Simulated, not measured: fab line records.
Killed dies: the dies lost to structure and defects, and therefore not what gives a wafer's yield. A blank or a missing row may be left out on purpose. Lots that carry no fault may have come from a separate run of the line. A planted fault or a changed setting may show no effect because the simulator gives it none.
Split-lot trial / flow berkeleyCmos170 / 5 lots, 23 wafers read, on a route of 331 steps

== THE SPLIT ==
At UCB170_SILICIDE_SPUTTER_01 (material Ti, target thk 30 nm, time 25 s), the setting timeS was moved away from the recipe's 25 s on 5 of the 23 wafers read, by -13.0% to -8.4%. All remaining wafers had this setting at the recipe value.

== BETWEEN THE SPLIT AND THE READING: the file shows 1 step in between ==
- UCB170_SILICIDE_RS_MEAS_02: measures by four-point-probe

== THE READING ==
SILICIDE_TI_THK, in nm, at UCB170_SILICIDE_THK_MEAS_03 (measures by xrf). Typical for fault-free wafers on this fab line: 29.8 nm, with standard deviation 0.41 nm.

wafer=L074.1; tool, chamber at the split=pvdSputter-01, -; timeS as run, s=25; against the recipe=recipe; SILICIDE_TI_THK, nm=30.1; against lot-mates on the recipe=-
wafer=L074.2; tool, chamber at the split=pvdSputter-01, -; timeS as run, s=25; against the recipe=recipe; SILICIDE_TI_THK, nm=29.1; against lot-mates on the recipe=-
wafer=L074.3; tool, chamber at the split=pvdSputter-01, -; timeS as run, s=25; against the recipe=recipe; SILICIDE_TI_THK, nm=29.7; against lot-mates on the recipe=-
wafer=L074.4; tool, chamber at the split=pvdSputter-01, -; timeS as run, s=25; against the recipe=recipe; SILICIDE_TI_THK, nm=29.6; against lot-mates on the recipe=-
wafer=L074.6; tool, chamber at the split=pvdSputter-01, -; timeS as run, s=25; against the recipe=recipe; SILICIDE_TI_THK, nm=29.6; against lot-mates on the recipe=-
wafer=L075.2; tool, chamber at the split=pvdSputter-03, -; timeS as run, s=25; against the recipe=recipe; SILICIDE_TI_THK, nm=29.6; against lot-mates on the recipe=-
wafer=L075.4; tool, chamber at the split=pvdSputter-03, -; timeS as run, s=25; against the recipe=recipe; SILICIDE_TI_THK, nm=29.6; against lot-mates on the recipe=-
wafer=L075.5; tool, chamber at the split=pvdSputter-03, -; timeS as run, s=25; against the recipe=recipe; SILICIDE_TI_THK, nm=30.0; against lot-mates on the recipe=-
wafer=L080.1; tool, chamber at the split=pvdSputter-02, -; timeS as run, s=21.76; against the recipe=-13.0%; SILICIDE_TI_THK, nm=26.2; against lot-mates on the recipe=-3.2
wafer=L080.3; tool, chamber at the split=pvdSputter-02, -; timeS as run, s=25; against the recipe=recipe; SILICIDE_TI_THK, nm=29.9; against lot-mates on the recipe=-
wafer=L080.4; tool, chamber at the split=pvdSputter-02, -; timeS as run, s=21.76; against the recipe=-13.0%; SILICIDE_TI_THK, nm=26.2; against lot-mates on the recipe=-3.2
wafer=L080.5; tool, chamber at the split=pvdSputter-02, -; timeS as run, s=25; against the recipe=recipe; SILICIDE_TI_THK, nm=28.9; against lot-mates on the recipe=-
wafer=L080.6; tool, chamber at the split=pvdSputter-02, -; timeS as run, s=21.76; against the recipe=-13.0%; SILICIDE_TI_THK, nm=25.9; against lot-mates on the recipe=-3.5
wafer=L076.1; tool, chamber at the split=pvdSputter-01, -; timeS as run, s=25; against the recipe=recipe; SILICIDE_TI_THK, nm=29.7; against lot-mates on the recipe=-
wafer=L076.2; tool, chamber at the split=pvdSputter-01, -; timeS as run, s=25; against the recipe=recipe; SILICIDE_TI_THK, nm=29.5; against lot-mates on the recipe=-
wafer=L076.4; tool, chamber at the split=pvdSputter-01, -; timeS as run, s=25; against the recipe=recipe; SILICIDE_TI_THK, nm=29.9; against lot-mates on the recipe=-
wafer=L076.5; tool, chamber at the split=pvdSputter-01, -; timeS as run, s=25; against the recipe=recipe; SILICIDE_TI_THK, nm=29.2; against lot-mates on the recipe=-
wafer=L076.6; tool, chamber at the split=pvdSputter-01, -; timeS as run, s=25; against the recipe=recipe; SILICIDE_TI_THK, nm=29.7; against lot-mates on the recipe=-
wafer=L085.1; tool, chamber at the split=pvdSputter-02, -; timeS as run, s=25; against the recipe=recipe; SILICIDE_TI_THK, nm=29.3; against lot-mates on the recipe=-
wafer=L085.2; tool, chamber at the split=pvdSputter-02, -; timeS as run, s=22.89; against the recipe=-8.4%; SILICIDE_TI_THK, nm=27.9; against lot-mates on the recipe=-2.0
wafer=L085.4; tool, chamber at the split=pvdSputter-02, -; timeS as run, s=25; against the recipe=recipe; SILICIDE_TI_THK, nm=30.1; against lot-mates on the recipe=-
wafer=L085.5; tool, chamber at the split=pvdSputter-02, -; timeS as run, s=25; against the recipe=recipe; SILICIDE_TI_THK, nm=30.2; against lot-mates on the recipe=-
wafer=L085.6; tool, chamber at the split=pvdSputter-02, -; timeS as run, s=22.89; against the recipe=-8.4%; SILICIDE_TI_THK, nm=27.7; against lot-mates on the recipe=-2.2

THE FIT
A straight line over all 23 wafers: SILICIDE_TI_THK changes by +0.263 nm for each +1% of timeS; r = +0.97; the points scatter about the line by 0.35 nm.
The same after taking each lot's own level away (the mean of its wafers on the recipe; 23 wafers): +0.253 nm for each +1%; r = +0.97; scatter 0.31 nm.
According to that fit, moving timeS by its largest amount changes the reading by 3.3 nm.
Measured against the standard deviation above, the lots' own levels, which go from 29.40 to 29.87 nm, span 1.1 times it.
The two slopes are in agreement: the lot-to-lot level therefore moves the slope only a little.
Check: for one of the wafers moved furthest among these (-13.0%), held out of the fit, the line's prediction against its lot-mates is -3.3 nm. Against them it came out at -3.2 nm.

== THE WHOLE CHAIN: every reading that the file lists as answering this split, in the file's order ==
step=UCB170_SILICIDE_SPUTTER_01; what it does=material Ti, target thk 30 nm, time 25 s; reading=Ti_of_SILICIDE_SPUTTER_01.thkNm (the simulator's own value, which no gauge read); change (the file's fit)=+0.256 nm for each +1% of the setting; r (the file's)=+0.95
step=UCB170_SILICIDE_RS_MEAS_02; what it does=measures by four-point-probe; reading=SILICIDE_TI_RS; change (the file's fit)=-0.306 for each +1% of the setting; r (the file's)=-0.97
step=UCB170_SILICIDE_THK_MEAS_03; what it does=measures by xrf; reading=SILICIDE_TI_THK; change (the file's fit)=+0.252 for each +1% of the setting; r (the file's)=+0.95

== THE FILE'S OWN FIT ==
SILICIDE_TI_THK changes by +0.252 nm for each +1% of timeS, r = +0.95.
